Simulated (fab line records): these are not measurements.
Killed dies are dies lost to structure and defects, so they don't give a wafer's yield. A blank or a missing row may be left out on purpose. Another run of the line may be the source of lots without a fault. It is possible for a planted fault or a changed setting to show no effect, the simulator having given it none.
Which of the tools did it?	flow berkeley_cmos170	11 lots, 33 wafers sampled, at 2 steps of a route of 331

== WHAT THE GAUGES READ, wafer by wafer ==
UCB170_PFIELD_TW_MEAS_09.
lot	measured	on	PFIELD_TW
L864	day 4 01:14	film_metro-01	608 606 608
L865	day 4 16:41	film_metro-01	605 604 606
L866	day 5 02:10	film_metro-01	608 608 611
L868	day 5 02:18	film_metro-01	607 609 608
L867	day 5 02:31	film_metro-02	601 600 600
L869	day 6 01:20	film_metro-01	604 604 606
L872	day 6 11:46	film_metro-01	606 605 606
L873	day 6 11:59	film_metro-04	1344 1352 1347
L871	day 6 12:02	film_metro-02	1350 1343 1343
L870	day 6 12:11	film_metro-04	1350 1349 1347
L874	day 7 05:41	film_metro-04	1356 1349 1353

== WHAT TOOL EACH LOT RAN ON (gives the tool, then ch and the chambers of the sampled wafers, and finally the start) ==
lot	UCB170_PFIELD_IMPLANT_07
L864	implanter-03 ch 0, day 4 00:59
L865	implanter-02 ch 0, day 4 16:25
L866	implanter-03 ch 0, day 5 01:56
L868	implanter-02 ch 0, day 5 02:04
L867	implanter-01 ch 0, day 5 02:16
L869	implanter-02 ch 0, day 6 01:06
L872	implanter-01 ch 0, day 6 11:30
L873	implanter-01 ch 0, day 6 11:45
L871	implanter-03 ch 0, day 6 11:47
L870	implanter-01 ch 0, day 6 11:59
L874	implanter-03 ch 0, day 7 05:26
- UCB170_PFIELD_IMPLANT_07

== THE ANSWER, worked out from the rows above alone ==
Rule: the lots themselves supply what counts as usual. Put in order of their means at a reading, lots are off if they are a third of the lots or fewer, leave a main group of 4 or more, and stand apart from it by a gap of 3 or more times the standard deviation of the main group's means; of several such gaps the widest counts. A main group is skipped when, at the precision printed for the reading in the tables above, its means are all equal. Also off: a lot with no number at a reading for which 4 or more lots have one. The other lots that the step has rows for count as sound.
Nothing can be told from this: no lot is off at any reading shown.

== WHAT THE SIMULATOR PUT IN ==
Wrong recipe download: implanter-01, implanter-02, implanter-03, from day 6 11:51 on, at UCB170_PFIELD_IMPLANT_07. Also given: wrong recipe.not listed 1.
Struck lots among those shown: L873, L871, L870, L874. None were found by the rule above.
